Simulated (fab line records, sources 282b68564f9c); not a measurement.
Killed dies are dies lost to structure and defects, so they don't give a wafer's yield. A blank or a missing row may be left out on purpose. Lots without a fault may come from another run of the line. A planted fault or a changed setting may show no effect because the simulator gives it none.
fab line records | flow rit_cmos
record lots=14 wafers=42 last_day=7
route steps=202 shown ACTIVE@15 NRETRO@59 CONTACT@179 M1@202
lots that met no fault: from a run of the same line without faults
start_h: hours from the record's first day to the start of the lot's first wafer shown | wait_h: hours since the lot's step before | " the same as in the row above | L1.1+2: a row that stands for several wafers | - no value, or no start given | * or withheld: withheld | < > ~ a bound
route shown NAME@n: a module of which the file shows steps, and the number in the route of the first | usual: mean/standard deviation of fault-free wafers | same: alike in all rows | chamber/n: place in a boat | sites: the reading at each site | _std_site: their standard deviation | _edge_site: outer sites' mean less inner sites' | radius_mm: how far each site lies from the wafer's centre | mask NAME#n: copy n | behind: the tool/chamber that last shaped the wafer | hold: why the lot was held/for how many hours/how that ended | device: the transistor (n, p or np) that didn't switch | end of line: the same wafers' tests at the end of the route | a step without rows: its recipe alone | killed: dies lost to structure and defects at the first sort, not the wafer's yield | map: a wafer's dies, x killed, . not, _ none there
set.NAME: the setting as run; set.NAME@STEP: as run at that earlier step | model.NAME: the simulator's own value behind a step, which no gauge read
steps of the route over a sample of lots; a table a step, a row a wafer
services: from which hour (start_h, from the record's first day; less than 0 if before it) a tool's chamber was out of use, for how many hours, and why
## steps
# step RIT_ACTIVE_STRIP_14
# recipe chemistry=O2 time_s=180 resist=NOVOLAK platen_temp_c=withheld power_w=500 pressure_mtorr=4000 o2_flow_sccm=4000
# usual drypump_motor_current_A=6.2/0.34
# columns lot.wafer tool chamber start_h wait_h drypump_motor_current_A rf_hours_counter_h
L382.1 plasma_asher-04 1 14.97 0.1 6.2 22
L382.2 " 0 " " 6.0 22
L382.5 " 1 " " 6.2 -
L384.2 plasma_asher-04 0 26.71 0.1 6.0 24
L384.4 " 0 " " 6.0 -
L384.6 " 1 " " 6.2 -
L385.1 plasma_asher-01 1 30.06 0.1 6.4 41
L385.2 " 0 " " 5.6 41
L385.6 " 0 " " 5.6 -
L386.1 plasma_asher-03 0 36.23 0.1 6.8 41
L386.2 " 1 " " 6.3 41
L386.5 " 1 " " 6.3 -
L387.1 plasma_asher-04 0 40.10 0.1 6.0 25
L387.4 " 1 " " 6.2 -
L387.5 " 0 " " 6.0 -
L388.1 plasma_asher-01 1 45.22 0.1 6.4 43
L388.2 " 0 " " 5.6 43
L388.4 " 1 " " 6.4 -
L391.1 plasma_asher-01 1 65.45 0.1 6.4 45
L391.2 " 0 " " 5.6 45
L391.4 " 0 " " 5.6 -
L392.3 plasma_asher-04 1 68.04 0.1 6.2 -
L392.4 " 0 " " 6.0 -
L392.5 " 1 " " 6.2 -
L393.3 plasma_asher-03 0 69.90 0.1 6.8 -
L393.4 " 1 " " 6.3 -
L393.5 " 1 " " 6.3 -
L394.1 plasma_asher-01 1 76.40 0.1 6.4 46
L394.2 " 0 " " 5.6 46
L394.5 " 0 " " 5.6 -
L395.1 plasma_asher-04 1 81.59 0.1 6.2 29
L395.4 " 1 " " 6.2 -
L395.6 " 0 " " 6.0 -
L396.2 plasma_asher-04 1 85.14 0.1 6.2 29
L396.4 " 1 " " 6.2 -
L396.5 " 0 " " 6.0 -
L398.2 plasma_asher-04 0 95.73 0.1 6.0 30
L398.3 " 1 " " 6.2 -
L398.4 " 0 " " 6.0 -
L401.1 plasma_asher-03 0 112.08 0.1 6.8 48
L401.3 " 1 " " 6.3 -
L401.6 " 1 " " 6.3 -
# step RIT_NRETRO_OVL_MEAS_06
# usual NRETRO_OVL=0.5/1.4
# columns lot.wafer tool chamber start_h wait_h NRETRO_OVL[nm]
L382.1 overlay-01 - 31.07 - 0.9
L382.2 " - " " -0.5
L382.5 " - " " 0.5
L384.2 overlay-01 - 41.63 - 2.4
L384.4 " - " " 0.5
L384.6 " - " " -0.1
L385.1 overlay-02 - 46.30 - -0.6
L385.2 " - " " 0.4
L385.6 " - " " -0.3
L386.1 overlay-02 - 50.80 - 0.9
L386.2 " - " " 1.1
L386.5 " - " " 2.0
L387.1 overlay-02 - 55.17 - -0.3
L387.4 " - " " 0.5
L387.5 " - " " 1.4
L388.1 overlay-01 - 63.67 - 0.1
L388.2 " - " " 0.0
L388.4 " - " " -0.3
L391.1 overlay-02 - 80.82 - 1.8
L391.2 " - " " 0.6
L391.4 " - " " 0.9
L392.3 overlay-02 - 85.49 - -0.6
L392.4 " - " " 1.0
L392.5 " - " " 0.5
L393.3 overlay-02 - 88.40 - -1.2
L393.4 " - " " -0.2
L393.5 " - " " -0.3
L394.1 overlay-02 - 93.34 - -0.8
L394.2 " - " " 1.3
L394.5 " - " " 0.1
L395.1 overlay-02 - 99.53 - 1.8
L395.4 " - " " 2.6
L395.6 " - " " 0.9
L396.2 overlay-02 - 106.97 - 2.2
L396.4 " - " " 2.2
L396.5 " - " " 1.3
L398.2 overlay-02 - 116.91 - 0.2
L398.3 " - " " 2.1
L398.4 " - " " 0.5
L401.1 overlay-02 - 130.04 - -1.0
L401.3 " - " " -1.5
L401.6 " - " " -0.3
# step RIT_CONTACT_ETCH_11
# recipe target_depth_a=4800 over_etch_frac=0.2 stop_on=TiSi2 chemistry=CHF3/CF4/Ar target=SiO2 CHF3_flow_sccm=50 cf4_flow_sccm=10 Ar_flow_sccm=100 O2_flow_sccm=5 pressure_mtorr=100 rf_w=200 time_s=320
# usual drypump_motor_current_A=5.8/0.62 oes_product_au=0.993/0.016 throttle_valve_pct=8.89/0.15
# columns lot.wafer tool chamber start_h wait_h drypump_motor_current_A oes_product_au rf_hours_counter_h throttle_valve_pct
L382.1 rie_diel-02 3 53.57 0.1 5.4 0.988 86 8.90
L382.2 " 0 " " 5.5 0.986 16 8.86
L382.5 " 2 " " 5.3 0.967 - 9.14
L384.2 rie_diel-04 3 70.01 0.1 6.4 0.964 51 8.89
L384.4 " 2 " " 5.0 0.998 70 9.10
L384.6 " 0 " " 6.6 1.015 - 8.76
L385.1 rie_diel-02 2 76.42 0.1 5.3 0.959 4 9.15
L385.2 " 1 " " 6.5 0.998 6 9.08
L385.6 " 2 " " 5.3 0.964 - 9.14
L386.1 rie_diel-04 1 83.17 0.1 5.0 1.001 8 8.68
L386.2 " 2 " " 5.0 1.002 70 9.10
L386.5 " 3 " " 6.4 0.967 - 8.87
L387.1 rie_diel-03 1 84.79 0.1 6.2 1.003 89 8.81
L387.4 " 0 " " 6.7 1.008 5 8.75
L387.5 " 3 " " 5.8 0.975 - 8.96
L388.1 rie_diel-02 3 88.32 0.1 5.5 1.001 87 8.90
L388.2 " 1 " " 6.5 0.994 7 9.09
L388.4 " 0 " " 5.5 0.971 16 8.84
L391.1 rie_diel-04 1 113.26 0.1 5.0 1.001 8 8.65
L391.2 " 0 " " 6.6 1.007 2 8.77
L391.4 " 3 " " 6.4 0.964 52 8.88
L392.3 rie_diel-02 2 113.65 0.1 5.3 0.959 5 9.14
L392.4 " 1 " " 6.4 0.998 7 9.09
L392.5 " 3 " " 5.5 0.993 - 8.91
L393.3 rie_diel-03 3 115.15 0.2 5.7 0.969 - 8.99
L393.4 " 1 " " 6.2 1.008 - 8.81
L393.5 " 1 " " 6.2 1.016 - 8.79
L394.1 rie_diel-02 0 123.13 0.1 5.6 0.980 17 8.86
L394.2 " 3 " " 5.5 0.996 87 8.90
L394.5 " 0 " " 5.6 0.978 - 8.85
L395.1 rie_diel-03 2 128.84 0.1 5.2 1.002 0 8.85
L395.4 " 3 " " 5.8 0.969 10 8.99
L395.6 " 1 " " 6.2 1.005 - 8.80
L396.2 rie_diel-04 3 132.64 0.1 6.4 0.975 52 8.88
L396.4 " 0 " " 6.6 1.012 3 8.76
L396.5 " 0 " " 6.6 1.006 - 8.77
L398.2 rie_diel-03 1 143.62 0.1 6.2 1.002 91 8.81
L398.3 " 3 " " 5.8 0.974 11 8.98
L398.4 " 0 " " 6.7 1.013 6 8.73
L401.1 rie_diel-03 3 151.87 0.1 5.8 0.971 11 8.98
L401.3 " 1 " " 6.2 1.009 91 8.80
L401.6 " 0 " " 6.7 1.004 - 8.73
# step RIT_CONTACT_STRIP_12
# recipe chemistry=O2 time_s=180 resist=NOVOLAK platen_temp_c=withheld power_w=500 pressure_mtorr=4000 o2_flow_sccm=4000
# usual drypump_motor_current_A=6.1/0.42
# columns lot.wafer tool chamber start_h wait_h drypump_motor_current_A rf_hours_counter_h
L382.1 plasma_asher-02 1 53.77 0.1 5.8 36
L382.2 " 0 " " 5.7 36
L382.5 " 0 " " 5.7 -
L384.2 plasma_asher-01 1 70.21 0.1 6.4 45
L384.4 " 1 " " 6.4 -
L384.6 " 0 " " 5.6 -
L385.1 plasma_asher-02 0 76.62 0.1 5.6 38
L385.2 " 1 " " 5.8 38
L385.6 " 0 " " 5.7 -
L386.1 plasma_asher-02 1 83.36 0.1 5.9 39
L386.2 " 0 " " 5.6 39
L386.5 " 0 " " 5.6 -
L387.1 plasma_asher-03 0 84.98 0.1 6.8 45
L387.4 " 0 " " 6.8 -
L387.5 " 1 " " 6.3 -
L388.1 plasma_asher-01 1 88.52 0.1 6.4 48
L388.2 " 0 " " 5.6 48
L388.4 " 1 " " 6.4 -
L391.1 plasma_asher-02 0 113.45 0.1 5.6 41
L391.2 " 1 " " 5.9 41
L391.4 " 1 " " 5.8 -
L392.3 plasma_asher-03 0 113.91 0.2 6.8 -
L392.4 " 1 " " 6.3 -
L392.5 " 1 " " 6.3 -
L393.3 plasma_asher-03 1 115.40 0.2 6.3 -
L393.4 " 0 " " 6.8 -
L393.5 " 1 " " 6.3 -
L394.1 plasma_asher-01 0 123.32 0.1 5.6 1
L394.2 " 1 " " 6.4 1
L394.5 " 0 " " 5.7 -
L395.1 plasma_asher-02 1 129.03 0.1 5.8 44
L395.4 " 0 " " 5.6 -
L395.6 " 0 " " 5.6 -
L396.2 plasma_asher-03 0 132.84 0.1 6.8 51
L396.4 " 1 " " 6.3 -
L396.5 " 0 " " 6.8 -
L398.2 plasma_asher-01 1 143.81 0.1 6.4 3
L398.3 " 0 " " 5.6 -
L398.4 " 1 " " 6.4 -
L401.1 plasma_asher-03 1 152.07 0.1 6.3 52
L401.3 " 0 " " 6.8 -
L401.6 " 1 " " 6.3 -
# step RIT_M1_PROBE_99
# usual killed_at_contacts=0.1/0.27 killed_at_front_end=6/3 killed_dies=7/3 killed_on_rim=1.7/1.4 killed_open=3.1/2 killed_short=3.4/2
# same gross_dies=264 killed_at_M0_to_M3=0 killed_at_M4_up=0 killed_at_back_side=0 killed_at_other=0
# columns lot.wafer tool chamber start_h wait_h killed_at_contacts killed_at_front_end killed_dies killed_on_rim killed_open killed_short
L386.1 prober-01 - 88.14 0.1 0 8 8 4 6 2
L386.2 prober-01 - 88.19 0.1 0 4 4 0 2 2
L386.5 prober-01 - 88.34 0.2 0 5 5 1 2 3
L394.1 prober-01 - 128.12 0.1 0 8 8 3 4 4
L394.2 prober-01 - 128.17 0.1 0 6 6 1 3 3
L394.5 prober-01 - 128.32 0.2 0 8 8 2 6 2
L395.1 prober-02 - 133.72 0.1 0 0 0 0 0 0
L395.4 prober-02 - 133.87 0.2 0 3 3 1 3 0
L395.6 prober-02 - 133.97 0.2 0 2 2 0 0 2
L398.2 prober-02 - 150.40 0.1 261 2 263 69 1 1
L398.3 prober-02 - 150.45 0.2 0 7 7 2 4 3
L398.4 prober-02 - 150.50 0.2 0 4 4 1 2 2
L401.1 prober-02 - 156.88 0.1 0 5 5 0 4 1
L401.3 prober-02 - 156.98 0.2 260 4 264 70 2 2
L401.6 prober-02 - 157.13 0.2 0 8 8 3 4 4
# killed by level:class
L386.1 FOX2:geometric_particle:open=2 SPACER:geometric_particle:open=2 FOX1:geometric_particle:open=1 GATE:geometric_particle:open=1 SPACER:geometric_particle:short=1 SILICIDE:geometric_particle:short=1
L386.2 FOX2:geometric_particle:open=1 GATE:geometric_particle:short=1 SPACER:geometric_particle:short=1 SILICIDE:geometric_particle:open=1
L386.5 FOX2:geometric_particle:short=2 GATE:geometric_particle:open=1 SILICIDE:geometric_particle:open=1 SILICIDE:geometric_particle:short=1
L394.1 GATE:geometric_particle:open=3 REOX:geometric_particle:short=2 FOX1:geometric_particle:open=1 FOX2:geometric_particle:short=1 GATE:geometric_particle:short=1
L394.2 GATE:geometric_particle:short=2 GATE:geometric_particle:open=2 REOX:geometric_particle:open=1 REOX:geometric_particle:short=1
L394.5 REOX:geometric_particle:open=3 GATE:geometric_particle:open=2 GATE:geometric_particle:short=1 SPACER:geometric_particle:short=1 SILICIDE:geometric_particle:open=1
L395.4 SPACER:geometric_particle:open=2 GATE:geometric_particle:open=1
L395.6 FOX1:geometric_particle:short=1 REOX:geometric_particle:short=1
L398.2 CONTACT:area_etch=261 GATE:geometric_particle:short=1 SPACER:geometric_particle:open=1
L398.3 GATE:geometric_particle:open=2 SPACER:geometric_particle:open=2 FOX1:geometric_particle:short=1 GATE:geometric_particle:short=1 SILICIDE:geometric_particle:short=1
L398.4 FOX1:geometric_particle:open=1 FOX1:geometric_particle:short=1 GATE:geometric_particle:short=1 GATE:geometric_particle:open=1
L401.1 FOX1:geometric_particle:open=2 REOX:geometric_particle:open=1 SPACER:geometric_particle:open=1 SILICIDE:geometric_particle:short=1
L401.3 CONTACT:area_etch=260 GATE:geometric_particle:open=2 SPACER:geometric_particle:short=1 SILICIDE:geometric_particle:short=1
L401.6 SPACER:geometric_particle:open=3 FOX1:geometric_particle:short=1 GATE:geometric_particle:short=1 REOX:geometric_particle:short=1 REOX:geometric_particle:open=1 SPACER:geometric_particle:short=1
## services
# columns tool chamber start_h hours kind
plasma_asher-04 - -6.85 10.0 repair
plasma_asher-03 - -5.41 2.3 repair
plasma_asher-01 - 15.18 0.6 repair
plasma_asher-02 - 26.21 1.6 repair
rie_diel-03 3 29.23 4.8 repair
rie_diel-04 0 39.43 3.9 repair
rie_diel-04 - 39.47 8.5 repair
rie_diel-04 1 40.14 14.4 repair
plasma_asher-03 - 56.59 2.4 repair
rie_diel-03 2 104.07 - clean
rie_diel-03 2 104.07 17.1 scheduled_down
rie_diel-03 2 104.07 17.1 vent_cycle
plasma_asher-02 - 105.02 4.3 repair
plasma_asher-01 - 108.75 9.0 pm
plasma_asher-01 0 108.75 9.0 vent_cycle
plasma_asher-01 1 108.75 9.0 vent_cycle
rie_diel-03 0 112.56 7.1 repair
plasma_asher-01 0 117.75 - clean
plasma_asher-01 1 117.75 - clean
rie_diel-02 - 126.93 28.1 pm
plasma_asher-02 - 135.24 0.7 repair
## key
first_sign step=RIT_M1_PROBE_99 reading=killed_at_contacts direction=up sigmas=99+ usual=0.1 struck=260.5
effect step=RIT_M1_PROBE_99 reading=killed_dies direction=up sigmas=85 usual=7 struck=264
more_kills_born_at RIT_CONTACT_ETCH_11@rie_diel-03=521
met_at RIT_CONTACT_ETCH_11
struck_lots L398,L401
struck_wafers L398.2,L401.3
later_rows_left_out L398.2,L401.3
tester_left_out L398,L401
not_acting_at RIT_ACTIVE_STRIP_14,RIT_NRETRO_OVL_MEAS_06,RIT_CONTACT_STRIP_12
onset_between 128.84 143.62
fault kind=process_parameter_drift tool=rie_diel-03 chamber=1 onset_h=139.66 steps=RIT_CONTACT_ETCH_11 channel=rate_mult offset=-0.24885 shape=step end_h=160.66
# tester_left_out: of these lots the tester's yield and bins aren't shown, on N5 and GAA mostly nor the transistor test; their killed dies are dies lost to structure and defects alone, not to doping, threshold or leakage, so they don't give the yield
# later_rows_left_out: the simulator's readings of these wafers behind a module that went badly wrong aren't trusted and aren't shown, but for the sort
